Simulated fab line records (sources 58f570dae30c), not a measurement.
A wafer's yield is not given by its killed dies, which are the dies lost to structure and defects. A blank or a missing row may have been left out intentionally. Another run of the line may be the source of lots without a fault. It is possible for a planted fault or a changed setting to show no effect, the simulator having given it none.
Split-lot study    flow berkeleyCmos170    23 wafers read across 5 lots, on a route 331 steps long

== ABOUT THE SPLIT ==
At UCB170_M3_SPUTTER_01 (material Al, target thk 900 nm, time 120 s), the setting powerW was moved away from the recipe's 6000 W on 5 of the 23 wafers read, by -7.5% to -5.4%. All remaining wafers had this setting at the recipe value.

== FROM THE SPLIT TO THE READING: what the file shows between them, 7 steps ==
- UCB170_M3_RS_MEAS_02: measures by four-point-probe
- UCB170_M3_THK_MEAS_03: measures by xrf
- UCB170_M3_EXPOSE_12: exposes mask METAL3, target cd 700 nm (also split here: doseMj)
- UCB170_M3_PEB_13
- UCB170_M3_DEVELOP_14: develop time 45 s
- UCB170_M3_CD_MEAS_15: target cd 700 nm
- UCB170_M3_ETCH_17: etches BARC in N2/H2

== THE READING ==
oesProductAu, in a.u., at UCB170_M3_METAL_ETCH_18 (etches Al in Cl2/BCl3, stops on SiO2, target depth 1170 nm, time 195 s). Fault-free wafers of this fab line usually give 0.855 a.u., standard deviation 0.013 a.u.

wafer   tool, chamber at the split  powerW as run, W  against the recipe  oesProductAu, a.u.  against lot-mates on the recipe
L078.1  pvdSputter-01, -            5675              -5.4%               0.836               -0.021
L078.2  pvdSputter-01, -            6000              recipe              0.855               -
L078.3  pvdSputter-01, -            6000              recipe              0.854               -
L078.4  pvdSputter-01, -            5675              -5.4%               0.837               -0.020
L078.5  pvdSputter-01, -            6000              recipe              0.863               -
L083.1  pvdSputter-03, -            6000              recipe              0.880               -
L083.2  pvdSputter-03, -            5553              -7.5%               0.825               -0.050
L083.4  pvdSputter-03, -            5553              -7.5%               0.838               -0.037
L083.5  pvdSputter-03, -            6000              recipe              0.870               -
L083.6  pvdSputter-03, -            5553              -7.5%               0.821               -0.054
L082.1  pvdSputter-01, -            6000              recipe              0.862               -
L082.2  pvdSputter-01, -            6000              recipe              0.853               -
L082.3  pvdSputter-01, -            6000              recipe              0.865               -
L082.4  pvdSputter-01, -            6000              recipe              0.855               -
L082.5  pvdSputter-01, -            6000              recipe              0.848               -
L085.1  pvdSputter-03, -            6000              recipe              0.868               -
L085.2  pvdSputter-03, -            6000              recipe              0.858               -
L085.3  pvdSputter-03, -            6000              recipe              0.848               -
L085.4  pvdSputter-03, -            6000              recipe              0.863               -
L085.6  pvdSputter-03, -            6000              recipe              0.861               -
L084.1  pvdSputter-01, -            6000              recipe              0.864               -
L084.5  pvdSputter-01, -            6000              recipe              0.848               -
L084.6  pvdSputter-01, -            6000              recipe              0.868               -

FIT RESULTS
A straight line over all 23 wafers: oesProductAu changes by +0.00433 a.u. for each +1% of powerW; r = +0.84; the points scatter about the line by 0.0082 a.u.
The same after taking each lot's own level away (the mean of its wafers on the recipe; 23 wafers): +0.00571 a.u. for each +1%; r = +0.91; scatter 0.0074 a.u.
Per that fit: largest powerW move, reading shift of 0.043 a.u.
Measured against the standard deviation above, the lots' own levels, which go from 0.8566 to 0.8750 a.u., span 1.4 times it.
In other words, the slope is changed by the lot-to-lot level; the two fits disagree.
Check: -0.0397 a.u. against its lot-mates is what the line predicts for one of the wafers moved furthest among these (-7.5%) when that wafer is left out of the fit. It came out at -0.05 a.u. against them.

== THESE WAFERS: OTHER SPLITS ==
Before the reading, these wafers also passed through other splits. Each is held against what the fit with the lots' levels taken away leaves over:
other split on the same wafers  wafers away from the commonest value  r with oesProductAu (lot level and that fit taken away)
UCB170_V2_COAT_07 resistThkNm   10                                    +0.28
UCB170_M3_EXPOSE_12 doseMj      7                                     -0.15

== THE WHOLE CHAIN: every reading that the file lists as answering this split, in the file's order ==
step                     what it does                                                            reading                                                                     change (the file's fit)                    r (the file's)
UCB170_M3_SPUTTER_01     material Al, target thk 900 nm, time 120 s                              Al_of_M3_SPUTTER_01.thkNm (the simulator's own value, which no gauge read)  +9.44 nm for each +1% of the setting       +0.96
UCB170_M3_RS_MEAS_02     measures by four-point-probe                                            M3_AL_RS                                                                    -0.00037 for each +1% of the setting       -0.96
UCB170_M3_THK_MEAS_03    measures by xrf                                                         M3_AL_THK                                                                   +9.1 for each +1% of the setting           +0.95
UCB170_M3_METAL_ETCH_18  etches Al in Cl2/BCl3, stops on SiO2, target depth 1170 nm, time 195 s  oesProductAu                                                                +0.00541 a.u. for each +1% of the setting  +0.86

== THE FILE'S OWN FIT ==
oesProductAu changes by +0.00541 a.u. for each +1% of powerW, r = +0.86.
